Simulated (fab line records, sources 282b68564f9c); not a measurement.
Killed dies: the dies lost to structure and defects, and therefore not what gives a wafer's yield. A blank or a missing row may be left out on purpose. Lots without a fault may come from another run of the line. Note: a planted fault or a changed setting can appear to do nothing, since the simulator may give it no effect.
Split-lot experiment | flow rit-cmos | 23 wafers read from 5 lots, route of 202 steps

## THE SPLIT ITSELF
At RIT_GATE_OXIDATION_05 (target thk 3 nm, ox time 270 s), the setting ox-time-s was moved away from the recipe's 270 s on 20 of the 23 wafers read, by -11.2% to +6.7%. The other wafers ran this setting at the recipe's value.

## BETWEEN THE SPLIT AND THE READING: the file shows 1 step in between
- RIT_GATE_ANNEAL_06: time 600 s

## THE READING
GATE_OXIDE_THK (nm), taken at RIT_GATE_THK_MEAS_07. On this fab line, fault-free wafers typically give 3.02 nm with a standard deviation of 0.053 nm.

wafer  | tool, chamber at the split | ox-time-s as run, s | against the recipe | GATE_OXIDE_THK, nm | against lot-mates on the recipe
L074.1 | -, -                       | 288                 | +6.7%              | 3.12               | no lot-mate on the recipe
L074.2 | -, -                       | 288                 | +6.7%              | 3.20               | no lot-mate on the recipe
L074.3 | -, -                       | 288                 | +6.7%              | 3.11               | no lot-mate on the recipe
L074.4 | -, -                       | 288                 | +6.7%              | 3.19               | no lot-mate on the recipe
L074.5 | -, -                       | 288                 | +6.7%              | 3.20               | no lot-mate on the recipe
L078.1 | -, -                       | 281.6               | +4.3%              | 3.17               | no lot-mate on the recipe
L078.3 | -, -                       | 281.6               | +4.3%              | 3.19               | no lot-mate on the recipe
L078.4 | -, -                       | 281.6               | +4.3%              | 3.10               | no lot-mate on the recipe
L078.5 | -, -                       | 281.6               | +4.3%              | 3.13               | no lot-mate on the recipe
L078.6 | -, -                       | 281.6               | +4.3%              | 3.16               | no lot-mate on the recipe
L079.1 | -, -                       | 242.2               | -10.3%             | 2.76               | no lot-mate on the recipe
L079.2 | -, -                       | 242.2               | -10.3%             | 2.82               | no lot-mate on the recipe
L079.4 | -, -                       | 242.2               | -10.3%             | 2.79               | no lot-mate on the recipe
L079.5 | -, -                       | 242.2               | -10.3%             | 2.80               | no lot-mate on the recipe
L079.6 | -, -                       | 242.2               | -10.3%             | 2.80               | no lot-mate on the recipe
L083.1 | -, -                       | 239.7               | -11.2%             | 2.74               | no lot-mate on the recipe
L083.2 | -, -                       | 239.7               | -11.2%             | 2.83               | no lot-mate on the recipe
L083.3 | -, -                       | 239.7               | -11.2%             | 2.83               | no lot-mate on the recipe
L083.4 | -, -                       | 239.7               | -11.2%             | 2.71               | no lot-mate on the recipe
L083.5 | -, -                       | 239.7               | -11.2%             | 2.75               | no lot-mate on the recipe
L084.2 | furnace-04, 0              | 270                 | recipe             | 2.97               | -
L084.4 | furnace-04, 0              | 270                 | recipe             | 2.98               | -
L084.6 | furnace-04, 0              | 270                 | recipe             | 3.04               | -

THE FIT
A straight line over all 23 wafers: GATE_OXIDE_THK changes by +0.0227 nm for each +1% of ox-time-s; r = +0.97; the points scatter about the line by 0.042 nm.
Too few moved wafers with a lot-mate on the recipe to fit a line net of each lot's own level.

## THE WHOLE CHAIN: every reading that the file lists as answering this split, in the file's order
step                  | what it does                   | reading                                                                           | change (the file's fit)                | r (the file's)
RIT_GATE_OXIDATION_05 | target thk 3 nm, ox time 270 s | SiO2_of_GATE_OXIDATION_05.thk-nm (the simulator's own value, which no gauge read) | +0.0234 nm for each +1% of the setting | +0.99
RIT_GATE_THK_MEAS_07  |                                | GATE_OXIDE_THK                                                                    | +0.0227 for each +1% of the setting    | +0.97

## FILE'S OWN FIT
GATE_OXIDE_THK changes by +0.0227 nm for each +1% of ox-time-s, r = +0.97.
